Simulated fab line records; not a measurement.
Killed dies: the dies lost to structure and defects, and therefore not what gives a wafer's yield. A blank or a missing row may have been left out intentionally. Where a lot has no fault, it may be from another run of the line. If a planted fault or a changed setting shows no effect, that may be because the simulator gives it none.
Split-lot study ; flow berkeleyCmos170 ; 23 wafers read across 5 lots, on a route 331 steps long

== THE SPLIT ITSELF ==
At UCB170_PLDD_COAT_01 (resist thk 900 nm), the setting resistThkNm was moved away from the recipe's 900 nm on 7 of the 23 wafers read, by -5.2% to +5.5%. For the rest of the wafers, this setting stayed at what the recipe calls for.

Reading taken at the split's own step.

== THE READING ==
KrF_of_PLDD_COAT_01.thkNm (the simulator's own value, which no gauge read), in nm, at UCB170_PLDD_COAT_01 (resist thk 900 nm). There is no usual value for it anywhere in the file. Average 900.5 nm, standard deviation 2 nm, over the 16 wafers here run with the recipe.

wafer;tool, chamber at the split;resistThkNm as run, nm;against the recipe;KrF_of_PLDD_COAT_01.thkNm, nm;against lot-mates on the recipe
L075.1;lithoTrack-01, 0;900;recipe;900.5;-
L075.3;lithoTrack-01, 0;900;recipe;898.6;-
L075.4;lithoTrack-01, 0;900;recipe;899.7;-
L075.5;lithoTrack-01, 0;860.1;-4.4%;859.6;-40.0
L075.6;lithoTrack-01, 0;860.1;-4.4%;861.6;-38.0
L078.2;lithoTrack-04, 0;900;recipe;901.1;-
L078.3;lithoTrack-04, 0;900;recipe;897.8;-
L078.4;lithoTrack-04, 0;900;recipe;900.9;-
L078.5;lithoTrack-04, 0;900;recipe;901.7;-
L078.6;lithoTrack-04, 0;900;recipe;899.7;-
L079.1;lithoTrack-02, 0;853.1;-5.2%;857;-47.1
L079.2;lithoTrack-02, 0;853.1;-5.2%;855.2;-48.9
L079.3;lithoTrack-02, 0;900;recipe;905.2;-
L079.4;lithoTrack-02, 0;900;recipe;903;-
L079.6;lithoTrack-02, 0;853.1;-5.2%;855.4;-48.7
L081.1;lithoTrack-04, 0;900;recipe;900.1;-
L081.3;lithoTrack-04, 0;900;recipe;898;-
L081.4;lithoTrack-04, 0;900;recipe;900.3;-
L081.5;lithoTrack-04, 0;949.8;+5.5%;949.6;+50.1
L081.6;lithoTrack-04, 0;949.8;+5.5%;948.7;+49.2
L084.1;lithoTrack-04, 0;900;recipe;898.2;-
L084.2;lithoTrack-04, 0;900;recipe;903.4;-
L084.5;lithoTrack-04, 0;900;recipe;900.6;-

FIT RESULTS
A straight line over all 23 wafers: KrF_of_PLDD_COAT_01.thkNm changes by +8.74 nm for each +1% of resistThkNm; r = +1.00; the points scatter about the line by 1.9 nm.
The same after taking each lot's own level away (the mean of its wafers on the recipe; 23 wafers): +9.06 nm for each +1%; r = +1.00; scatter 1.4 nm.
The reading moves by 50 nm for the largest change in resistThkNm, on that fit.
From 899.47 to 904.10 nm: that is the span of the lots' own levels, equal to 2.3 times the standard deviation above.
The two slopes agree, so the slope changes little with the lot-to-lot level.
Check: for one of the wafers moved furthest among these (+5.5%), held out of the fit, the line's prediction against its lot-mates is +50 nm. It came out at +50.1 nm against them.

== OTHER SPLITS ON THESE WAFERS ==
Other splits were also applied to these wafers ahead of the reading. Each is held against what the fit with the lots' levels taken away leaves over:
other split on the same wafers;wafers away from the commonest value;r with KrF_of_PLDD_COAT_01.thkNm (lot level and that fit taken away)
UCB170_PWELL_CVD_05 pressureMtorr;15;+0.06
UCB170_PWELL_COAT_08 spinRpm;4;-0.09
UCB170_PWELL_PEB_11 pebTempC;8;-0.23
UCB170_PFIELD_IMPLANT_07 doseCm2;8;-0.33
UCB170_NVT_COAT_01 spinRpm;8;-0.26
UCB170_PVT_IMPLANT_07 doseCm2;9;-0.07

== FILE'S OWN FIT ==
KrF_of_PLDD_COAT_01.thkNm changes by +9.03 nm for each +1% of resistThkNm, r = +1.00.
